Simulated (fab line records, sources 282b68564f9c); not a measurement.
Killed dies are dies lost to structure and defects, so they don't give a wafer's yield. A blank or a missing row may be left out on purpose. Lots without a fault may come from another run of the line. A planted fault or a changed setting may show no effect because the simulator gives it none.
Which tool did it? | flow rit_cmos | 13 lots, 39 wafers sampled, at 2 steps of a route of 202

WHAT THE GAUGES READ, wafer by wafer
RIT_CONTACT_THK_MEAS_01. Usual: CONTACT_TEOS_THK 410 nm, standard deviation 5.1.
lot  | measured    | on            | CONTACT_TEOS_THK (nm) | flag
L879 | day 3 14:56 | film_metro-04 | 404 415 415           |
L880 | day 3 17:21 | film_metro-04 | 404 403 410           |
L881 | day 4 01:32 | film_metro-04 | 405 406 409           |
L882 | day 4 05:38 | film_metro-02 | 406 413 406           |
L883 | day 4 14:53 | film_metro-04 | 406 407 411           |
L884 | day 4 16:01 | film_metro-04 | 406 407 419           |
L885 | day 4 21:04 | film_metro-04 | 403 409 411           |
L886 | day 5 00:20 | film_metro-03 | 406 414 406           |
L888 | day 5 11:22 | film_metro-04 | 406 401 412           |
L890 | day 6 00:37 | film_metro-04 | 413 410 417           |
L894 | day 6 17:54 | film_metro-04 | 404 331 331           | OFF
L895 | day 7 02:10 | film_metro-04 | 405 413 417           |
L900 | day 8 04:40 | film_metro-04 | 407 417 418           |

WHICH TOOL RAN EACH LOT (tool, then ch and the chambers of the sampled wafers, then the start)
lot  | RIT_CONTACT_CVD_00
L879 | pecvd-04 ch 0,1,2, day 3 14:53
L880 | pecvd-03 ch 0,1, day 3 17:17
L881 | pecvd-02 ch 0,1,2, day 4 01:29
L882 | pecvd-04 ch 0,1,2, day 4 05:35
L883 | pecvd-03 ch 0,1, day 4 14:50
L884 | pecvd-02 ch 0,1, day 4 15:58
L885 | pecvd-04 ch 0,1,2, day 4 21:01
L886 | pecvd-03 ch 1,2, day 5 00:16
L888 | pecvd-04 ch 0,1,2, day 5 11:19
L890 | pecvd-02 ch 0,1,2, day 6 00:34
L894 | pecvd-04 ch 0,2, day 6 17:51
L895 | pecvd-03 ch 0,2, day 7 02:06
L900 | pecvd-02 ch 0,2, day 8 04:37
- RIT_CONTACT_CVD_00: deposits SiO2 from TEOS, target thk 400 nm, time 62.48 s.

WHAT THE TOOLS THEMSELVES READ (means of the sampled wafers that have a number; where no wafer has one, the mark that the record gives instead)
RIT_CONTACT_CVD_00. Usual: heater_power_w 332 W, standard deviation 58.
lot  | tool     | heater_power_w (W) | flag
L879 | pecvd-04 | 396                |
L880 | pecvd-03 | 305                |
L881 | pecvd-02 | 319                |
L882 | pecvd-04 | 367                |
L883 | pecvd-03 | 285                |
L884 | pecvd-02 | 293                |
L885 | pecvd-04 | 419                |
L886 | pecvd-03 | 344                |
L888 | pecvd-04 | 383                |
L890 | pecvd-02 | 313                |
L894 | pecvd-04 | 419                |
L895 | pecvd-03 | 284                |
L900 | pecvd-02 | 316                |

THE ANSWER, worked out from the rows above alone
Rule: a lot is off if the mean of its wafers that have a number lies more than 3 standard deviations from the usual mean. A lot without any number at a reading at which 4 lots or more have one is off too. The other lots that the step has rows for count as sound. The gauges are gone through in route order, then the tools' own readings, and for those a lot's mean is taken as printed above. The first step at which some lot is off is used, and at that step the reading that is off furthest; a lot without a number counts as furthest.
Off: L894, at RIT_CONTACT_THK_MEAS_01 (CONTACT_TEOS_THK).
A tool fits if, at a process step before that reading, it ran every lot that is off, and no sound lot after the first of them. The gauges at RIT_CONTACT_THK_MEAS_01 are tried like those tools. One fits: pecvd-04 at RIT_CONTACT_CVD_00. Its last sound lot is L888 (day 5 11:19), its first lot that is off L894 (day 6 17:51): a fault that began between those two fits.

WHAT THE SIMULATOR HAD PUT IN
Process parameter drift: pecvd-04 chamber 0, from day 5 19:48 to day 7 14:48, at RIT_CONTACT_CVD_00. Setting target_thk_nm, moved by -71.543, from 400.
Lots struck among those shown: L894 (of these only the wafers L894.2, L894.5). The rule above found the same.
